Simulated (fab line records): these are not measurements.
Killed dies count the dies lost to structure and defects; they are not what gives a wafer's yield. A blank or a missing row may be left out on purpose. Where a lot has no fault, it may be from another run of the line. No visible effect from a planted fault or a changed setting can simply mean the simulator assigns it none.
Check for tools in common / flow berkeley_cmos170 / Lots sampled 14, wafers sampled 42

== WHY IT WAS OPENED ==
At UCB170_SILICIDE_RS_MEAS_02 the reading SILICIDE_TI_RS is flagged on 2 of 14 lots. No-fault wafers: 26.3 ohm/sq, standard deviation 0.35.
Rule: a lot is flagged when every wafer of it that has a number lies more than 4 standard deviations from that mean, or none has a number. The rest of the lots are taken to be sound.

lot=L203; measured=day 6 07:01; on=film_metro-01; SILICIDE_TI_RS (ohm/sq), wafer by wafer=25.6 25.7 25.4; flag=
lot=L204; measured=day 6 20:19; on=film_metro-04; SILICIDE_TI_RS (ohm/sq), wafer by wafer=26.0 26.0 25.9; flag=
lot=L209; measured=day 7 08:24; on=film_metro-01; SILICIDE_TI_RS (ohm/sq), wafer by wafer=25.7 25.6 25.7; flag=
lot=L206; measured=day 7 08:50; on=film_metro-01; SILICIDE_TI_RS (ohm/sq), wafer by wafer=26.3 26.3 26.8; flag=
lot=L207; measured=day 7 09:57; on=film_metro-01; SILICIDE_TI_RS (ohm/sq), wafer by wafer=26.6 26.5 26.6; flag=
lot=L211; measured=day 7 16:38; on=film_metro-01; SILICIDE_TI_RS (ohm/sq), wafer by wafer=26.1 26.0 26.0; flag=
lot=L212; measured=day 8 08:15; on=film_metro-04; SILICIDE_TI_RS (ohm/sq), wafer by wafer=20.9 20.9 20.8; flag=FLAGGED
lot=L213; measured=day 8 09:13; on=film_metro-01; SILICIDE_TI_RS (ohm/sq), wafer by wafer=21.1 21.1 21.1; flag=FLAGGED
lot=L218; measured=day 9 10:35; on=film_metro-01; SILICIDE_TI_RS (ohm/sq), wafer by wafer=26.5 26.6 26.5; flag=
lot=L221; measured=day 10 12:42; on=film_metro-01; SILICIDE_TI_RS (ohm/sq), wafer by wafer=26.5 26.4 26.3; flag=
lot=L224; measured=day 10 21:31; on=film_metro-01; SILICIDE_TI_RS (ohm/sq), wafer by wafer=26.6 26.5 26.6; flag=
lot=L223; measured=day 10 21:58; on=film_metro-02; SILICIDE_TI_RS (ohm/sq), wafer by wafer=26.7 26.6 26.7; flag=
lot=L226; measured=day 11 06:26; on=film_metro-04; SILICIDE_TI_RS (ohm/sq), wafer by wafer=26.6 26.5 26.7; flag=
lot=L225; measured=day 11 06:28; on=film_metro-01; SILICIDE_TI_RS (ohm/sq), wafer by wafer=26.0 26.2 26.3; flag=
The numbers of the flagged lots are 21.0 ohm/sq on average: -5.3 ohm/sq against the usual, or -15 standard deviations.

== WHICH TOOL EACH LOT WENT THROUGH ==
The record holds 1 process step before the reading, out of a route of 331 steps. Cell contents, in order: the tool; ch with the chambers the sampled wafers went through; the start.
lot=L203; flag=; UCB170_SILICIDE_SPUTTER_01=pvd_sputter-02, day 6 06:58
lot=L204; flag=; UCB170_SILICIDE_SPUTTER_01=pvd_sputter-02, day 6 20:17
lot=L209; flag=; UCB170_SILICIDE_SPUTTER_01=pvd_sputter-01, day 7 08:20
lot=L206; flag=; UCB170_SILICIDE_SPUTTER_01=pvd_sputter-02, day 7 08:46
lot=L207; flag=; UCB170_SILICIDE_SPUTTER_01=pvd_sputter-01, day 7 09:54
lot=L211; flag=; UCB170_SILICIDE_SPUTTER_01=pvd_sputter-04, day 7 16:35
lot=L212; flag=FLAGGED; UCB170_SILICIDE_SPUTTER_01=pvd_sputter-01, day 8 08:13
lot=L213; flag=FLAGGED; UCB170_SILICIDE_SPUTTER_01=pvd_sputter-01, day 8 09:11
lot=L218; flag=; UCB170_SILICIDE_SPUTTER_01=pvd_sputter-02, day 9 10:32
lot=L221; flag=; UCB170_SILICIDE_SPUTTER_01=pvd_sputter-04, day 10 12:38
lot=L224; flag=; UCB170_SILICIDE_SPUTTER_01=pvd_sputter-01, day 10 21:28
lot=L223; flag=; UCB170_SILICIDE_SPUTTER_01=pvd_sputter-04, day 10 21:55
lot=L226; flag=; UCB170_SILICIDE_SPUTTER_01=pvd_sputter-04, day 11 06:25
lot=L225; flag=; UCB170_SILICIDE_SPUTTER_01=pvd_sputter-02, day 11 06:24
What the steps here do:
- UCB170_SILICIDE_SPUTTER_01: material Ti, target thk 30 nm, time 25 s.
- UCB170_SILICIDE_RS_MEAS_02: measures by four-point-probe.

== FLAGGED OVER TOTAL, TOOL BY TOOL (the gauges that took the reading come last) ==
step=UCB170_SILICIDE_SPUTTER_01; tool=pvd_sputter-01; lots run=5; flagged=2; share of the flagged lots=all; sound lots run after its first flagged lot=1 (L224)
step=UCB170_SILICIDE_SPUTTER_01; tool=pvd_sputter-02; lots run=5; flagged=0; share of the flagged lots=none; sound lots run after its first flagged lot=-
step=UCB170_SILICIDE_SPUTTER_01; tool=pvd_sputter-04; lots run=4; flagged=0; share of the flagged lots=none; sound lots run after its first flagged lot=-
step=UCB170_SILICIDE_RS_MEAS_02; tool=film_metro-01; lots run=10; flagged=1; share of the flagged lots=some; sound lots run after its first flagged lot=4 (L218,L221,L224,L225)
step=UCB170_SILICIDE_RS_MEAS_02; tool=film_metro-02; lots run=1; flagged=0; share of the flagged lots=none; sound lots run after its first flagged lot=-
step=UCB170_SILICIDE_RS_MEAS_02; tool=film_metro-04; lots run=3; flagged=1; share of the flagged lots=some; sound lots run after its first flagged lot=1 (L226)

== WHAT IS ALLOWED BY THE TABLE ==
1 row of the table ran every flagged lot: pvd_sputter-01 at UCB170_SILICIDE_SPUTTER_01.
- pvd_sputter-01 at UCB170_SILICIDE_SPUTTER_01 ran 5 lots, 2 of them flagged. Lots that were sound ran on it after the first flagged one (L224); a persistent fault on the entire tool would not allow that.
Not one row of the table ran every flagged lot while running no sound lot after the first.

== WHAT WAS PUT IN BY THE SIMULATOR ==
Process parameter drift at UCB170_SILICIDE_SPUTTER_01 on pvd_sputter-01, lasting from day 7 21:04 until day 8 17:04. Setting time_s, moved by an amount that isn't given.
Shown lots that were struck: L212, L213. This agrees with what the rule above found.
